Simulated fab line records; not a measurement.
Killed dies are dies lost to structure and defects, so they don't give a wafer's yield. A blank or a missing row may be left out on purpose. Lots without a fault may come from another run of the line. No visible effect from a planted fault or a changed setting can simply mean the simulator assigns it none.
A sampling plan put to the test | flow berkeley_cmos170 | one fab line, 34 faults that these records tell of, each judged on the records of the lots that it struck; 1 more is left out, because the records don't allow judging it
The plan is the line's own looks: the steps of the route at which a gauge or an inspection reads the wafer and doesn't change it. A look can be judged if struck wafers have a number there and the file gives its usual mean and standard deviation on fault-free wafers. Caught: a look later than the fault's first step finds the struck wafers' mean 4 or more of those standard deviations (sigma) from the usual mean. On the tool: the test repeated on the tool's own readings taken at the fault's steps. Another recipe on the struck wafers, or a record that is blank for them alone, also counts as caught.

== THE FAULTS, as the simulator had put them in ==
1. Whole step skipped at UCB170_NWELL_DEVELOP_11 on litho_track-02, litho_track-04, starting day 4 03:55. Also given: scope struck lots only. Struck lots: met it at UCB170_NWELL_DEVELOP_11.
2. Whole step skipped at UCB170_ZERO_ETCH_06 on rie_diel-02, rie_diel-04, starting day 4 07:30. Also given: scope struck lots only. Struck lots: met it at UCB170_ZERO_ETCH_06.
3. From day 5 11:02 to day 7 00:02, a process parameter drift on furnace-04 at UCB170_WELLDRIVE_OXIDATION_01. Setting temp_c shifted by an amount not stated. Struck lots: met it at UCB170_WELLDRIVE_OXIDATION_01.
4. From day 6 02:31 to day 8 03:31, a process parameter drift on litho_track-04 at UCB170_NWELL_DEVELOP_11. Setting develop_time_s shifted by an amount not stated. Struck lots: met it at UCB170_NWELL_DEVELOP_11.
5. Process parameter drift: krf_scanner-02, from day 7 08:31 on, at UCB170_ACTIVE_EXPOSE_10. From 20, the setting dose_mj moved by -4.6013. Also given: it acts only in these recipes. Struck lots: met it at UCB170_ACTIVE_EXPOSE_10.
6. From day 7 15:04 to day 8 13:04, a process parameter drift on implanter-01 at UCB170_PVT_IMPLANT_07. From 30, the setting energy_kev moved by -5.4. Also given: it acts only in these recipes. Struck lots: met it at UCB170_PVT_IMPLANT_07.
7. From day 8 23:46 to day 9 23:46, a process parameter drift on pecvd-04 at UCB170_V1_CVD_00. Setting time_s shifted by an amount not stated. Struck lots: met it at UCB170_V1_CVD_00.
8. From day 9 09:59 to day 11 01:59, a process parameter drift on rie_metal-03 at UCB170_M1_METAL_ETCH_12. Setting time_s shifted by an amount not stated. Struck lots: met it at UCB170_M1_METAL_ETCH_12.
9. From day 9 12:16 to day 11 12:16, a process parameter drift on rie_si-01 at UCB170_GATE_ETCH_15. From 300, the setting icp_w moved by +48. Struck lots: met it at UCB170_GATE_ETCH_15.
10. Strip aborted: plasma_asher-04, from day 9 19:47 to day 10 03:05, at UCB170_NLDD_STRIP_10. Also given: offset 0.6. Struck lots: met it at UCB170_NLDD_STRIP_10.
11. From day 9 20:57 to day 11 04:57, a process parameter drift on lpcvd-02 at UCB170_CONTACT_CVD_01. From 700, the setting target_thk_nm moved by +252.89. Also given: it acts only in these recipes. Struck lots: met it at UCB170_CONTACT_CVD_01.
12. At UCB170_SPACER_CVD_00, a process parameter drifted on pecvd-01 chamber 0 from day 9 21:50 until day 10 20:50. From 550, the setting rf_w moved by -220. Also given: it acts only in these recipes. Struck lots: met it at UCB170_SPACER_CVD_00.
13. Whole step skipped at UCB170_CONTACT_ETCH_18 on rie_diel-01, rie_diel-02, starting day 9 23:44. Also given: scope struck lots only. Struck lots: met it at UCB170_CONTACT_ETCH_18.
14. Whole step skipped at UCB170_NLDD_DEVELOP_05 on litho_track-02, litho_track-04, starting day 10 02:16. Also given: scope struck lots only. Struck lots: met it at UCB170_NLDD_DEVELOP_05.
15. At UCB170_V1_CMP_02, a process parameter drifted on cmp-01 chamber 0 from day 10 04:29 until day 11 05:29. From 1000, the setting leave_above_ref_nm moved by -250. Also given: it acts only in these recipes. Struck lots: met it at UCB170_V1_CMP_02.
16. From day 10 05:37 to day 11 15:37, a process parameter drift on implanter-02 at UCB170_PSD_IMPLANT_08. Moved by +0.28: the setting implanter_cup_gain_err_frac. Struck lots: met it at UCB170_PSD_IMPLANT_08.
17. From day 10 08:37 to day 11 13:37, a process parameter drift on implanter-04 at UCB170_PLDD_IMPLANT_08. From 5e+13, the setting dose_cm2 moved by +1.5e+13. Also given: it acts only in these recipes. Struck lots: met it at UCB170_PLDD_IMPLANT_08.
18. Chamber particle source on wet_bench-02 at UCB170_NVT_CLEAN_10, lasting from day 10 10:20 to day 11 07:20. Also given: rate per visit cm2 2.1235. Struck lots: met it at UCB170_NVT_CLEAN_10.
19. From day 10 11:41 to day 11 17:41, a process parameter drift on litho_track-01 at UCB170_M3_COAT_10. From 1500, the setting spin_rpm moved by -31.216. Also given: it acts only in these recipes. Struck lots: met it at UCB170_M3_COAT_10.
20. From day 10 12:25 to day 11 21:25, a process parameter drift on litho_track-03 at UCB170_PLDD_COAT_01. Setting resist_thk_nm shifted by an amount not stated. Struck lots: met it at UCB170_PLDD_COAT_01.
21. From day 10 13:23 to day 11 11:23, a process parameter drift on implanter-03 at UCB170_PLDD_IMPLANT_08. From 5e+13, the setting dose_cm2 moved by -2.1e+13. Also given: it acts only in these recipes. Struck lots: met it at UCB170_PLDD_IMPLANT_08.
22. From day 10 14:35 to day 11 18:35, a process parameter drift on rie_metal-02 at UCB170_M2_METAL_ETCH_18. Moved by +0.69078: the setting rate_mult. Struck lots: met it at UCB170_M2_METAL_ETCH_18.
23. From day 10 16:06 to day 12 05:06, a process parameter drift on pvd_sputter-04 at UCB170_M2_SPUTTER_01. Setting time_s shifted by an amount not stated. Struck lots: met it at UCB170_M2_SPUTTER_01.
24. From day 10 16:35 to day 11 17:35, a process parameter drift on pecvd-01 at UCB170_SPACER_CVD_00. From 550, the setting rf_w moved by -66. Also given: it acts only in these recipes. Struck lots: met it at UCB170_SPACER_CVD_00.
25. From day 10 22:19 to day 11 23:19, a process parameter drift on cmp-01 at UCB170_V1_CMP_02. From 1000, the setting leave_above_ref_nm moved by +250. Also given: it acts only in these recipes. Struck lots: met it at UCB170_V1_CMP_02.
26. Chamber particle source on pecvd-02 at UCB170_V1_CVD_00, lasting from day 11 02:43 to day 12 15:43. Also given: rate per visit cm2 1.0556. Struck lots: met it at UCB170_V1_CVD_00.
27. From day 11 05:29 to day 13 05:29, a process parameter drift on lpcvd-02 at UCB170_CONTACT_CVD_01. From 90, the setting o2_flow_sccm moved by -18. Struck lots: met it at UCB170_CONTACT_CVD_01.
28. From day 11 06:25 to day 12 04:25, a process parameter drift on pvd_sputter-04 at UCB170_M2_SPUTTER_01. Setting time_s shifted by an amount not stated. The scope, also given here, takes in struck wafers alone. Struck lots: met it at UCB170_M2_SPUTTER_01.
29. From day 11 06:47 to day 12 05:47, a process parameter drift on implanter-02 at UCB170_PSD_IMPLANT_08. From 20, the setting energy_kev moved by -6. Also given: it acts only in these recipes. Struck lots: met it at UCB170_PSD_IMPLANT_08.
30. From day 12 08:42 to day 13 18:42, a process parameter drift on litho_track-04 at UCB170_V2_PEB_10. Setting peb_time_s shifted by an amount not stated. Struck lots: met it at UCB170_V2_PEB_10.
31. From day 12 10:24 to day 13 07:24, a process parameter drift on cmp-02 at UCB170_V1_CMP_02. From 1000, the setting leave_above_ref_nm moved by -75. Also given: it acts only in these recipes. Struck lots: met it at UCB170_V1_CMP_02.
32. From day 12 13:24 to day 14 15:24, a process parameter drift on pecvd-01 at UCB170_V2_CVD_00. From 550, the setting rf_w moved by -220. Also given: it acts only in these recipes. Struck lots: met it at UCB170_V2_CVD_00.
33. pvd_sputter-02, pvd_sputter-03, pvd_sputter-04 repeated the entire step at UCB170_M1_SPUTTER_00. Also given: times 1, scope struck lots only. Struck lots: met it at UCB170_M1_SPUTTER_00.
34. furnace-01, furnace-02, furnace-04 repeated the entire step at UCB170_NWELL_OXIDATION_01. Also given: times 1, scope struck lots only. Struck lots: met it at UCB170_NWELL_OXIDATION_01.

== WHAT THE PLAN SAW ==
fault | on the tool itself                               | first look that catches it                      | reading, sigma                                                       | median hours from its first step to that look | hours from the fault's start to the first struck lot there | judged looks passed uncaught
1     | no reading that can be judged                    | no look after it can be judged                  | -                                                                    | -                                             | -                                                          | 0
2     | the tool's record is blank for the struck wafers | no look after it can be judged                  | -                                                                    | -                                             | -                                                          | 0
3     | tube_center_temp_C +79 sigma                     | none of the 2 looks that can be judged after it | strongest: WELLDRIVE_OXIDE_THK at UCB170_WELLDRIVE_THK_MEAS_02, +3.7 | -                                             | -                                                          | 2
4     | under 2 sigma                                    | UCB170_NWELL_TW_MEAS_16                         | NWELL_TW -56                                                         | 0.8                                           | 6                                                          | 0
5     | exposure_dose_mJ_cm2 -99 or beyond sigma         | UCB170_ACTIVE_CD_MEAS_13                        | cd_nm +32                                                            | 0.4                                           | 11                                                         | 0
6     | beam_energy_keV -99 or beyond sigma              | none of the 2 looks that can be judged after it | strongest: PVT_TW at UCB170_PVT_TW_MEAS_09, -3.9                     | -                                             | -                                                          | 2
7     | run_length_s +55 sigma                           | UCB170_V1_THK_MEAS_01                           | V1_TEOS_THK +8.1                                                     | 0.2                                           | 2                                                          | 0
8     | run_length_s -35 sigma                           | no look after it can be judged                  | -                                                                    | -                                             | -                                                          | 0
9     | rf_fwd_power_W +48 sigma                         | no look after it can be judged                  | -                                                                    | -                                             | -                                                          | 0
10    | oes_product_au +54 sigma                         | UCB170_PSD_TW_MEAS_10                           | PSD_TW -91                                                           | 8.6                                           | 16                                                         | 0
11    | no reading that can be judged                    | UCB170_CONTACT_THK_MEAS_02                      | CONTACT_PSG_THK +42                                                  | 1.8                                           | 10                                                         | 0
12    | rf_fwd_power_W -83 sigma                         | UCB170_SPACER_THK_MEAS_01                       | SPACER_TEOS_THK -12                                                  | 0.1                                           | 6                                                          | 0
13    | the tool's record is blank for the struck wafers | no look after it can be judged                  | -                                                                    | -                                             | -                                                          | 0
14    | no reading that can be judged                    | no look after it can be judged                  | -                                                                    | -                                             | -                                                          | 0
15    | under 2 sigma                                    | UCB170_V1_THK_MEAS_04                           | V1_POLISHED_THK -99 or beyond                                        | 0.4                                           | 24                                                         | 0
16    | faraday_current_uA +13 sigma                     | UCB170_PSD_TW_MEAS_10                           | PSD_TW -7.4                                                          | 0.4                                           | 6                                                          | 0
17    | dose_ions_cm2 +99 or beyond sigma                | UCB170_SDANNEAL_RS_MEAS_04                      | PLDD_RS -41                                                          | 14.9                                          | 23                                                         | 1
18    | no reading that can be judged                    | none of the 2 looks that can be judged after it | -                                                                    | -                                             | -                                                          | 2
19    | spin_speed_rpm -33 sigma                         | not the one look that can be judged after it    | -                                                                    | -                                             | -                                                          | 1
20    | no reading that can be judged                    | no look after it can be judged                  | -                                                                    | -                                             | -                                                          | 0
21    | dose_ions_cm2 -99 or beyond sigma                | UCB170_PLDD_TW_MEAS_11                          | PLDD_TW -6.9                                                         | 0.4                                           | 14                                                         | 0
22    | under 2 sigma                                    | UCB170_M2_CD_MEAS_90                            | cd_nm -15                                                            | 0.3                                           | 10                                                         | 0
23    | under 2 sigma                                    | UCB170_M2_RS_MEAS_02                            | M2_AL_RS +99 or beyond                                               | 0.1                                           | 14                                                         | 0
24    | rf_fwd_power_W -24 sigma                         | not the one look that can be judged after it    | strongest: SPACER_TEOS_THK at UCB170_SPACER_THK_MEAS_01, -2.3        | -                                             | -                                                          | 1
25    | under 2 sigma                                    | UCB170_V1_THK_MEAS_04                           | V1_POLISHED_THK +99 or beyond                                        | 0.4                                           | 6                                                          | 1
26    | under 2 sigma                                    | not the one look that can be judged after it    | -                                                                    | -                                             | -                                                          | 1
27    | o2_flow_sccm -72 sigma                           | UCB170_CONTACT_THK_MEAS_02                      | CONTACT_PSG_THK -11                                                  | 1.8                                           | 15                                                         | 0
28    | under 2 sigma                                    | UCB170_M2_RS_MEAS_02                            | M2_AL_RS -21                                                         | 0.1                                           | 1                                                          | 0
29    | beam_energy_keV -99 or beyond sigma              | UCB170_PSD_TW_MEAS_10                           | PSD_TW -7.6                                                          | 0.2                                           | 5                                                          | 0
30    | heater_power_total_W +78 sigma                   | UCB170_V2_CD_MEAS_12                            | cd_nm -10                                                            | 0.3                                           | 7                                                          | 0
31    | under 2 sigma                                    | UCB170_V1_THK_MEAS_04                           | V1_POLISHED_THK -67                                                  | 0.4                                           | 4                                                          | 0
32    | rf_fwd_power_W -99 or beyond sigma               | UCB170_V2_THK_MEAS_01                           | V2_TEOS_THK -11                                                      | 0.1                                           | 1                                                          | 0
33    | under 2 sigma                                    | UCB170_M1_RS_MEAS_01                            | M1_AL_RS -46                                                         | 0.3                                           | -                                                          | 0
34    | under 2 sigma                                    | UCB170_NWELL_THK_MEAS_02                        | NWELL_OXIDE_THK +31                                                  | 4.2                                           | -                                                          | 0
A dash: this means the fault isn't caught or the number doesn't appear in these records.

Caught at a look: 21 of 34. Caught on the tool: 19 of 34. By one or the other: 29 of 34.
Caught on the tool alone: faults 2, 3, 6, 8, 9, 13, 19, 24.
Caught at a look alone: faults 4, 11, 15, 22, 23, 25, 28, 31, 33, 34.
Caught by neither: faults 1, 14, 18, 20, 26.

== THINNER SAMPLING ==
Were the look that catches a fault to measure just every second or every third lot (counted by lot number), the first struck lot would, at worst, be measured this late:
fault | struck lots at that look, in order of time | every lot | every second lot | every third lot
4     | L853, L855                                 | 6 h       | may miss all 2   | may miss all 2
5     | L188, L190                                 | 11 h      | may miss all 2   | may miss all 2
7     | L293, L295                                 | 2 h       | may miss all 2   | may miss all 2
10    | L811                                       | 16 h      | may miss it      | may miss it
11    | L522, L524                                 | 10 h      | may miss all 2   | may miss all 2
12    | L758, L760                                 | 6 h       | may miss all 2   | may miss all 2
15    | L707                                       | 24 h      | may miss it      | may miss it
16    | L762, L765                                 | 6 h       | 6 h              | may miss all 2
17    | L774, L776                                 | 23 h      | may miss all 2   | may miss all 2
21    | L423, L424                                 | 14 h      | 15 h             | may miss all 2
22    | L720, L723                                 | 10 h      | 18 h             | may miss all 2
23    | L604, L606, L608                           | 14 h      | may miss all 3   | 29 h
25    | L461, L463                                 | 6 h       | may miss all 2   | may miss all 2
27    | L294, L291, L295                           | 15 h      | 15 h             | may miss all 3
28    | L161                                       | 1 h       | may miss it      | may miss it
29    | L828, L830                                 | 5 h       | may miss all 2   | may miss all 2
30    | L225, L224                                 | 7 h       | 7 h              | may miss all 2
31    | L713, L715                                 | 4 h       | may miss all 2   | may miss all 2
32    | L224, L228                                 | 1 h       | may miss all 2   | may miss all 2
The hour figures run from when the fault began to the first measured lot among those it struck. The limit of 4 sigma was tested on all struck wafers together, so one lot alone may lie under it. Other struck lots may not be in these records.

== THE LONGEST TIMED WAY FROM STEP TO LOOK ==
For fault 17, UCB170_PLDD_IMPLANT_08 and UCB170_SDANNEAL_RS_MEAS_04 are separated by a median of 14.9 hours. The look between them that can be judged stayed within 4 sigma: UCB170_PLDD_TW_MEAS_11.
